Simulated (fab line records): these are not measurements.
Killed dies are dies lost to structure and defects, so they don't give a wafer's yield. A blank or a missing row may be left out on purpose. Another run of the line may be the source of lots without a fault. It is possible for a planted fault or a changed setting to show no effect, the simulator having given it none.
Which of the tools did it?	flow berkeley-cmos170	39 wafers from 13 lots sampled at 4 of the route's 331 steps

== WHAT THE GAUGES SHOWED, per wafer ==
UCB170_PLDD_CD_MEAS_06: the cd target is 1200 nm. Usual: cd-nm reads 1200.2 nm (standard deviation 1.4).
lot	measured	on	cd-nm (nm)	flag
L130	day 6 09:01	cd-sem-02	1201.7 1203.2 1201.5	
L132	day 6 18:56	cd-sem-01	1197.6 1199.0 1197.3	
L131	day 6 19:23	cd-sem-02	1201.6 1200.3 1201.7	
L134	day 7 07:54	cd-sem-02	1200.6 1199.4 1199.6	
L133	day 7 08:27	cd-sem-01	1200.2 1200.0 1199.8	
L135	day 7 10:18	cd-sem-02	1199.8 1198.4 1197.9	
L142	day 8 13:22	cd-sem-01	1199.0 1200.1 1199.8	
L140	day 8 14:08	cd-sem-01	1202.1 1202.3 1201.7	
L139	day 8 14:35	cd-sem-01	1199.6 1199.7 1199.4	
L148	day 9 22:11	cd-sem-01	1199.2 1197.3 1198.2	
L149	day 9 22:38	cd-sem-01	1199.9 1199.5 1199.2	
L146	day 9 22:50	cd-sem-01	1198.7 1199.3 1199.3	
L151	day 10 06:08	cd-sem-01	1202.5 1201.6 1201.7	

UCB170_PLDD_TW_MEAS_11. Usual: PLDD_TW typically reads 1012, with standard deviation 19.
lot	measured	on	PLDD_TW	flag
L130	day 6 09:34	film-metro-04	1009 1001 1003	
L132	day 6 19:30	film-metro-04	1002 1004 1001	
L131	day 6 19:56	film-metro-01	1026 1029 1025	
L134	day 7 08:27	film-metro-04	994 993 991	
L133	day 7 09:00	film-metro-01	1043 1040 1045	
L135	day 7 10:52	film-metro-04	1000 994 996	
L142	day 8 13:55	film-metro-04	998 1003 997	
L140	day 8 14:40	film-metro-03	991 993 995	
L139	day 8 15:09	film-metro-04	997 999 999	
L148	day 9 22:44	film-metro-01	1037 1043 1035	
L149	day 9 23:11	film-metro-01	1036 1036 1035	
L146	day 9 23:25	film-metro-04	1004 1000 1005	
L151	day 10 06:41	film-metro-04	1006 1005 1007	

== EACH LOT AND THE TOOL THAT RAN IT (in order: tool; ch and the chambers of the sampled wafers; start) ==
lot	UCB170_GATE_ETCH_15	UCB170_PLDD_STRIP_10
L130	rie-si-01 ch 0,3, day 6 07:01	plasma-asher-04 ch 1, day 6 09:27
L132	rie-si-01 ch 1,2, day 6 15:47	plasma-asher-04 ch 0,1, day 6 19:24
L131	rie-si-02 ch 0,2,3, day 6 16:04	plasma-asher-01 ch 0,1, day 6 19:50
L134	rie-si-01 ch 0,2, day 7 05:47	plasma-asher-01 ch 1, day 7 08:20
L133	rie-si-02 ch 0,1, day 7 06:02	plasma-asher-01 ch 0,1, day 7 08:53
L135	rie-si-01 ch 1,2,3, day 7 08:45	plasma-asher-04 ch 0,1, day 7 10:46
L142	rie-si-01 ch 0,1,2, day 8 11:36	plasma-asher-04 ch 0,1, day 8 13:49
L140	rie-si-02 ch 1,3, day 8 11:55	plasma-asher-01 ch 0,1, day 8 14:35
L139	rie-si-02 ch 1,2, day 8 12:38	plasma-asher-03 ch 0,1, day 8 15:03
L148	rie-si-01 ch 0,2,3, day 9 19:52	plasma-asher-03 ch 0,1, day 9 22:38
L149	rie-si-01 ch 0,1,3, day 9 20:26	plasma-asher-03 ch 0,1, day 9 23:05
L146	rie-si-02 ch 0,3, day 9 20:47	plasma-asher-01 ch 0,1, day 9 23:16
L151	rie-si-01 ch 0,1,2, day 10 03:48	plasma-asher-03 ch 0,1, day 10 06:35
- UCB170_GATE_ETCH_15: etches poly-Si in HBr/Cl2, stops on SiO2, time 56.3 s, target depth 278.2 nm.
- UCB170_PLDD_STRIP_10: strips in O2.

== AS READ BY THE TOOLS THEMSELVES (means over the sampled wafers that have a number; for cases with no such wafer, the mark the record gives instead) ==
UCB170_GATE_ETCH_15. Usual: HBr_flow_sccm 150.1 sccm, standard deviation 0.45; drypump-motor-current-A 5.7 A, standard deviation 0.31; oes-product-au 0.837 a.u., standard deviation 0.012; rf-fwd-power-W 296.8 W, standard deviation 1.4; throttle-valve-pct 26.48 %, standard deviation 0.24.
lot	tool	HBr_flow_sccm (sccm)	drypump-motor-current-A (A)	oes-product-au (a.u.)	rf-fwd-power-W (W)	throttle-valve-pct (%)	flag
L130	rie-si-01	149.9	5.8	0.819	296.3	26.58	
L132	rie-si-01	149.6	5.6	0.844	296.0	26.38	
L131	rie-si-02	149.7	5.7	0.846	296.2	26.67	
L134	rie-si-01	149.6	5.8	0.832	296.3	26.44	
L133	rie-si-02	150.7	5.6	0.831	297.7	26.44	
L135	rie-si-01	150.3	5.8	0.840	297.9	26.32	
L142	rie-si-01	149.7	5.7	0.837	296.6	26.49	
L140	rie-si-02	150.3	5.6	0.842	296.9	26.28	
L139	rie-si-02	150.0	6.1	0.834	297.3	26.66	
L148	rie-si-01	150.2	5.8	0.841	296.4	26.44	
L149	rie-si-01	150.2	5.7	0.834	296.2	26.48	
L146	rie-si-02	150.4	5.4	0.894	295.9	26.53	OFF
L151	rie-si-01	150.0	5.7	0.834	296.7	26.49	

UCB170_PLDD_STRIP_10. Usual: drypump-motor-current-A 5.7 A, standard deviation 0.71; oes-product-au 0.734 a.u., standard deviation 0.0045; strip-time-to-endpoint-s 21.62 s, standard deviation 0.067.
lot	tool	drypump-motor-current-A (A)	oes-product-au (a.u.)	strip-time-to-endpoint-s (s)	flag
L130	plasma-asher-04	5.8	0.733	21.54	
L132	plasma-asher-04	6.3	0.734	21.67	
L131	plasma-asher-01	4.8	0.735	21.60	
L134	plasma-asher-01	4.9	0.731	21.57	
L133	plasma-asher-01	4.9	0.735	21.51	
L135	plasma-asher-04	6.0	0.735	21.59	
L142	plasma-asher-04	6.3	0.733	21.55	
L140	plasma-asher-01	4.9	0.732	21.57	
L139	plasma-asher-03	6.4	0.736	21.63	
L148	plasma-asher-03	6.4	0.730	21.64	
L149	plasma-asher-03	6.2	0.737	21.65	
L146	plasma-asher-01	4.8	0.734	21.70	
L151	plasma-asher-03	6.4	0.731	21.68	

== THE ANSWER, worked out from the rows above alone ==
Rule: a lot counts as off when the mean over its wafers that have a number is more than 3 standard deviations away from the usual mean. A lot without any number at a reading at which 4 lots or more have one is off too. Any other lot the step has rows for is counted as sound. Order of review: gauges by route order, followed by the tools' own readings, for which a lot's mean as printed above is used. At the first step where some lot is off, the reading lying furthest off is the one used; lots without a number count as furthest.
Off: L146, at UCB170_GATE_ETCH_15 (oes-product-au).
A tool fits if, at that step or a process step before it, it ran every lot that is off, and no sound lot after the first of them. One fits: UCB170_GATE_ETCH_15 on rie-si-02. Its last sound lot is L139 (day 8 12:38), its first lot that is off L146 (day 9 20:47): a fault that began between those two fits.
On the lots that are off, the tool's own readings at UCB170_GATE_ETCH_15 differ by more than 5 times the standard deviation of the sound lots' means, which bears it out; oes-product-au reads 0.894 a.u. there versus 0.836 a.u. on the sound lots.

== WHAT WAS PUT IN BY THE SIMULATOR ==
rie-si-02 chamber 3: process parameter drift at UCB170_GATE_ETCH_15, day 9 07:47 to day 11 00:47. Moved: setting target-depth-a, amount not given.
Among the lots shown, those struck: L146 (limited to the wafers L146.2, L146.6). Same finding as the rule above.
